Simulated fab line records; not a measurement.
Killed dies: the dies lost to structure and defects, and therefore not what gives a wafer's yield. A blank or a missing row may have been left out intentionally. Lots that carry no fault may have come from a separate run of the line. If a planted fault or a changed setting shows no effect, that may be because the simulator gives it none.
A struck lot beside a sound one	flow rit-cmos	44 out of 202 route steps
Sound: these wafers, L983.2, L983.4, L983.5. The struck wafers were L993.4, L993.5, L993.6. At the end, the cause is stated.
Order at every step that has rows: each side's tool, ch and its chambers, its first start. Under that, the readings that differ: sound wafers	struck wafers	difference of the means	sigmas: that difference in standard deviations of wafers without a fault.
alike: readings whose means differ by less than 2 such deviations, and words and numbers that are the same on both sides. not compared: withheld readings, readings that some wafer has no value for, bounds like >300 that may hide the same value, and numbers for which the record gives no deviation and whose values overlap.
Wherever a step has rows on one side only, a row that says differs or no value, or a row with sigmas, the two part there. Numbers that don't overlap but have no deviation are shown without sigmas and don't part them. A reading missing from all wafers of one side parts the sides only when that side holds two or more wafers.

first, 1 step without rows for these wafers: RIT_PRETRO_IMPLANT_08.
RIT_PRETRO_STRIP_09: strips in O2, time 180 s.
  sound on plasma-asher-02 ch 0,1, day 2 19:25; struck on plasma-asher-02 ch 0,1, day 5 02:58
  alike: drypump-motor-current-A
  not compared: rf-hours-counter-h
RIT_PRETRO_TW_MEAS_10:
  sound on film-metro-04 at day 2 19:36; struck on film-metro-02 at day 5 03:06
  alike: PRETRO_TW
then, 5 steps without rows for these wafers: RIT_GATE_WET_ETCH_00 (etches SiO2 in BOE, target depth 56 nm, time 60 s); RIT_GATE_CLEAN_01 (cleans in SC1, time 600 s); RIT_GATE_CLEAN_02 (cleans in dHF, time 30 s); RIT_GATE_CLEAN_03 (cleans in SC2, time 600 s); RIT_GATE_CLEAN_04 (cleans in dHF, time 60 s).
RIT_FOX2_THK_MEAS_91:
  sound on film-metro-01 at day 2 20:05; struck on film-metro-04 at day 5 03:35
  alike: FIELD_OXIDE_LEFT_2_THK
then, 2 steps without rows for these wafers: RIT_GATE_OXIDATION_05 (target thk 3 nm, ox time 270 s); RIT_GATE_ANNEAL_06 (time 600 s).
RIT_GATE_THK_MEAS_07:
  sound on film-metro-04 at day 2 23:41; struck on film-metro-01 at day 5 09:14
  alike: GATE_OXIDE_THK
RIT_GATE_CVD_08: deposits poly-Si from SiH4, target thk 250 nm, time 2220 s.
  sound on lpcvd-01 ch 1, day 2 23:44; struck on lpcvd-02 ch 1, day 5 09:16
reading	sound	struck	difference	sigmas
model.poly-Si_of_GATE_CVD_08.thk-nm (nm)	252.1 255.3 254.3	231.4 230.4 231.3	-22.9	
RIT_GATE_THK_MEAS_09:
  sound on film-metro-04 at day 3 01:22; struck on film-metro-01 at day 5 10:54
reading	sound	struck	difference	sigmas
GATE_POLY_THK (nm)	251.9 255.3 254.2	231.3 230.4 231.3	-22.8	-12
then, 6 steps without rows for these wafers: RIT_GATE_HMDS_10 (prime time 60 s); RIT_GATE_COAT_11 (resist thk 850 nm); RIT_GATE_SOFTBAKE_12 (time 60 s); RIT_GATE_EXPOSE_13 (exposes mask M6, target cd 150 nm); RIT_GATE_PEB_14; RIT_GATE_DEVELOP_15 (develop time 50 s).
RIT_GATE_CD_MEAS_16 targets a cd of 150 nm.
  sound on cd-sem-01 at day 3 02:17; struck on cd-sem-01 at day 5 11:50
  alike: cd-nm
RIT_GATE_OVL_MEAS_17:
  sound on overlay-02 at day 3 02:23; struck on overlay-02 at day 5 11:55
  alike: GATE_OVL
then, 1 step without rows for these wafers: RIT_GATE_HARDBAKE_18 (time 60 s).
RIT_GATE_ETCH_19: etches poly-Si in SF6/CHF3/O2, stops on SiO2, time 165 s, target depth 312.5 nm.
  sound on rie-si-01 ch 0,3, day 3 02:34; struck on rie-si-01 ch 1,2, day 5 12:05
reading	sound	struck	difference	sigmas
oes-product-au (a.u.)	0.870 0.846 0.868	0.810 0.806 0.792	-0.059	-4
throttle-valve-pct (%)	10.15 10.25 10.14	10.31 10.31 10.32	+0.13	+2
model.etch.depth-nm (nm)	252.1 255.3 254.3	231.4 230.4 231.3	-22.9	
model.GATE.feature-depth-nm (nm)	252.1 255.3 254.3	231.4 230.4 231.3	-22.9	
  alike: drypump-motor-current-A
  not compared: rf-hours-counter-h
RIT_GATE_STRIP_20: strips in O2, time 180 s.
  sound on plasma-asher-03 ch 1, day 3 02:41; struck on plasma-asher-03 ch 0,1, day 5 12:15
  alike: drypump-motor-current-A
  not compared: rf-hours-counter-h
RIT_GATE_CD_MEAS_90 targets a cd of 150 nm.
  sound on cd-sem-01 at day 3 02:53; struck on cd-sem-02 at day 5 12:26
  alike: cd-nm
then, 4 steps without rows for these wafers: RIT_REOX_CLEAN_00 (cleans in SC1, time 600 s); RIT_REOX_CLEAN_01 (cleans in dHF, time 30 s); RIT_REOX_CLEAN_02 (cleans in SC2, time 600 s); RIT_REOX_OXIDATION_03 (target thk 25.2 nm, ox time 5580 s).
RIT_REOX_THK_MEAS_04:
  sound on film-metro-04 at day 3 06:50; struck on film-metro-03 at day 5 16:21
  alike: REOX_OXIDE_THK
then, 6 steps without rows for these wafers: RIT_NLDD_HMDS_00 (prime time 60 s); RIT_NLDD_COAT_01 (resist thk 1000 nm); RIT_NLDD_SOFTBAKE_02 (time 60 s); RIT_NLDD_EXPOSE_03 (exposes mask M7, target cd 40700 nm); RIT_NLDD_PEB_04; RIT_NLDD_DEVELOP_05 (develop time 50 s).
RIT_NLDD_OVL_MEAS_06:
  sound on overlay-01 at day 3 07:52; struck on overlay-01 at day 5 17:22
reading	sound	struck	difference	sigmas
NLDD_OVL (nm)	-3.1 -1.4 -4.7	1.2 0.4 1.4	+4.1	+3
then, 2 steps without rows for these wafers: RIT_NLDD_HARDBAKE_07 (time 60 s); RIT_NLDD_IMPLANT_08.
RIT_NLDD_STRIP_09: strips in O2, time 180 s.
  sound on plasma-asher-02 ch 0,1, day 3 08:12; struck on plasma-asher-03 ch 0,1, day 5 17:45
  alike: drypump-motor-current-A
  not compared: rf-hours-counter-h
RIT_NLDD_TW_MEAS_10:
  sound on film-metro-03 at day 3 08:23; struck on film-metro-01 at day 5 17:53
reading	sound	struck	difference	sigmas
NLDD_TW	2542 2559 2537	2467 2487 2484	-67	-2
RIT_SDANNEAL_CLEAN_02: cleans in SC2, time 600 s.
  sound on wet-bench-04 ch 2, day 3 15:49; struck on wet-bench-02 ch 1, day 6 01:00
reading	sound	struck	difference	sigmas
model.poly-Si_of_GATE_CVD_08.thk-nm (nm)	164 167.1 165.9	146.9 143.2 143.8	-21.0	
RIT_M1_PROBE_99:
  sound on prober-01 at day 3 23:34; struck on prober-01 at day 6 08:38
reading	sound	struck	difference	sigmas
killed_at_M0_to_M3	0 1 0	0 0 0	+0	-2
model.etest.nmos-turned.drive-ua-um	326.9 313.7 322.6	357.3 356.2 354.8	+35.0	
  alike: killed-at-front-end, killed-dies, killed-open, killed-short
  not compared: model.etest.poly-comb-over-steps.leak-log10-a-um

## WHERE THEY PART
At RIT_GATE_THK_MEAS_09 first; at RIT_M1_PROBE_99 last (within this record only).

WHY: the cause the simulator had injected
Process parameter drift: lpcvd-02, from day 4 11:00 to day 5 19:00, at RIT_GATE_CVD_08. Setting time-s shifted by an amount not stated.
